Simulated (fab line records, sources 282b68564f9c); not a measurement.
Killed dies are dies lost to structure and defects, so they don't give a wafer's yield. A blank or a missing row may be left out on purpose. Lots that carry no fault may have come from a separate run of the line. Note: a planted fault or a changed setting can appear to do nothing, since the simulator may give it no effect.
A lot that was struck, set against a sound lot    flow rit-cmos    39 steps out of a route of 202
Sound: the wafers L916.2, L916.5, L916.6. Struck: wafers L925.1, L925.2, L925.6. At the end, the cause is stated.
At each step with rows: each side's tool, then ch and its chambers, then its first start. Under that, the readings that differ: sound wafers    struck wafers    difference of the means    sigmas: that difference in standard deviations of wafers without a fault.
alike: words and numbers the same on both sides, and readings whose means are apart by under 2 such deviations; not compared: readings that were withheld, readings missing a value for some wafer, numbers with overlapping values and no deviation given by the record, and bounds like >300 which may hide the same value.
A row with sigmas, a row that says differs or no value, or rows on one side alone: a step with any of these is where the two part. When numbers do not overlap yet have no deviation, they are printed without sigmas and do not part them. A reading that every wafer of one side lacks parts them only if that side has two wafers or more.

first, 3 steps without rows for these wafers: RIT_GATE_EXPOSE_13 (exposes mask M6, target cd 150 nm); RIT_GATE_PEB_14; RIT_GATE_DEVELOP_15 (develop time 50 s).
RIT_GATE_CD_MEAS_16 targets a cd of 150 nm.
  sound on cd-sem-02 at day 4 19:53; struck on cd-sem-02 at day 6 17:53
  alike: cd-nm
RIT_GATE_OVL_MEAS_17:
  sound on overlay-02 at day 4 19:59; struck on overlay-02 at day 6 18:00
  alike: GATE_OVL
then, 1 step without rows for these wafers: RIT_GATE_HARDBAKE_18 (time 60 s).
RIT_GATE_ETCH_19: etches poly-Si in SF6/CHF3/O2, stops on SiO2, time 165 s, target depth 312.5 nm.
  sound on rie-si-01 ch 0,3, day 4 20:10; struck on rie-si-02 ch 0,1, day 6 18:12
  alike: CHF3_flow_sccm, drypump-motor-current-A, oes-product-au, throttle-valve-pct
  not compared: rf-hours-counter-h
RIT_GATE_STRIP_20: strips in O2, time 180 s.
  sound on plasma-asher-01 ch 0,1, day 4 20:17; struck on plasma-asher-02 ch 0,1, day 6 18:19
  alike: drypump-motor-current-A
  not compared: rf-hours-counter-h
RIT_GATE_CD_MEAS_90 targets a cd of 150 nm.
  sound on cd-sem-02 at day 4 20:29; struck on cd-sem-01 at day 6 18:29
  alike: cd-nm
then, 3 steps without rows for these wafers: RIT_REOX_CLEAN_00 (cleans in SC1, time 600 s); RIT_REOX_CLEAN_01 (cleans in dHF, time 29.24 s); RIT_REOX_CLEAN_02 (cleans in SC2, time 600 s).
RIT_REOX_OXIDATION_03: target thk 25.2 nm, ox time 5580 s.
  sound on furnace-03 ch 0, day 4 23:40; struck on furnace-03 ch 0, day 6 18:59
reading                                      sound                 struck                difference  sigmas
spike-tc-centre-C (C)                        902.4 904.2 902.7     909.8 911.0 911.4     +7.6        +5
spike-tc-load-C (C)                          927.6 928.6 928.2     935.3 934.1 937.9     +7.6        +7
spike-tc-source-C (C)                        922.1 921.9 922.3     930.2 930.5 930.6     +8.3        +6
tube-center-temp-C (C)                       900.04 900.01 899.94  908.03 908.02 908.04  +8.03       +99 or more
tube_center_temp_C_max                       902.5 901.9 902.8     910.3 910.5 910.5     +8.0        +18
model.SiO2_of_REOX_OXIDATION_03.thk-nm (nm)  24.57 24.37 24.38     28.08 28.38 28.22     +3.79       
  alike: zone-power-load-pct
RIT_REOX_THK_MEAS_04:
  sound on film-metro-04 at day 5 02:13; struck on film-metro-01 at day 6 21:32
reading              sound           struck          difference  sigmas
REOX_OXIDE_THK (nm)  24.6 24.3 24.3  28.0 28.4 28.2  +3.8        +7
then, 6 steps without rows for these wafers: RIT_NLDD_HMDS_00 (prime time 60 s); RIT_NLDD_COAT_01 (resist thk 1000 nm); RIT_NLDD_SOFTBAKE_02 (time 60 s); RIT_NLDD_EXPOSE_03 (exposes mask M7, target cd 40700 nm); RIT_NLDD_PEB_04; RIT_NLDD_DEVELOP_05 (develop time 50 s).
RIT_NLDD_OVL_MEAS_06:
  sound on overlay-01 at day 5 03:16; struck on overlay-02 at day 6 22:38
  alike: NLDD_OVL
then, 2 steps without rows for these wafers: RIT_NLDD_HARDBAKE_07 (time 60 s); RIT_NLDD_IMPLANT_08.
RIT_NLDD_STRIP_09: strips in O2, time 180 s.
  sound on plasma-asher-02 ch 0,1, day 5 03:36; struck on plasma-asher-02 ch 0,1, day 6 22:58
  alike: drypump-motor-current-A
  not compared: rf-hours-counter-h
RIT_NLDD_TW_MEAS_10:
  sound on film-metro-02 at day 5 03:47; struck on film-metro-03 at day 6 23:08
  alike: NLDD_TW
then, 6 steps without rows for these wafers: RIT_PLDD_HMDS_00 (prime time 60 s); RIT_PLDD_COAT_01 (resist thk 1000 nm); RIT_PLDD_SOFTBAKE_02 (time 60 s); RIT_PLDD_EXPOSE_03 (exposes mask M8, target cd 40900 nm); RIT_PLDD_PEB_04; RIT_PLDD_DEVELOP_05 (develop time 50 s).
RIT_PLDD_OVL_MEAS_06:
  sound on overlay-01 at day 5 04:41; struck on overlay-02 at day 7 00:10
  alike: PLDD_OVL
then, 2 steps without rows for these wafers: RIT_PLDD_HARDBAKE_07 (time 60 s); RIT_PLDD_IMPLANT_08.
RIT_PLDD_STRIP_09: strips in O2, time 180 s.
  sound on plasma-asher-04 ch 0,1, day 5 05:07; struck on plasma-asher-03 ch 0,1, day 7 00:31
  alike: drypump-motor-current-A
  not compared: rf-hours-counter-h
RIT_PLDD_TW_MEAS_10:
  sound on film-metro-02 at day 5 05:18; struck on film-metro-04 at day 7 00:41
  alike: PLDD_TW
RIT_SPACER_CLEAN_00: cleans in SC1, time 600 s.
  sound on wet-bench-03 ch 3, day 5 05:21; struck on wet-bench-01 ch 3, day 7 00:45
reading                                      sound              struck             difference  sigmas
model.SiO2_of_REOX_OXIDATION_03.thk-nm (nm)  22.66 22.46 22.47  25.89 26.18 26.04  +3.51       
then, 1 step without rows for these wafers: RIT_SPACER_CLEAN_01 (cleans in dHF, time 30 s).
RIT_M1_PROBE_99:
  sound on prober-01 at day 5 18:35; struck on prober-02 at day 7 15:55
  alike: killed-at-front-end, killed-dies, killed-open, killed-short

== WHERE THEY PART ==
At RIT_REOX_OXIDATION_03 first; at RIT_REOX_THK_MEAS_04 last (within this record only). Later steps at which nothing parts them and some readings are alike: RIT_NLDD_OVL_MEAS_06, RIT_NLDD_STRIP_09, RIT_NLDD_TW_MEAS_10, RIT_PLDD_OVL_MEAS_06, RIT_PLDD_STRIP_09, RIT_PLDD_TW_MEAS_10, RIT_M1_PROBE_99.

WHY: whatever the simulator had introduced
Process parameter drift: furnace-03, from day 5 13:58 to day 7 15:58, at RIT_REOX_OXIDATION_03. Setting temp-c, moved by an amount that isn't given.
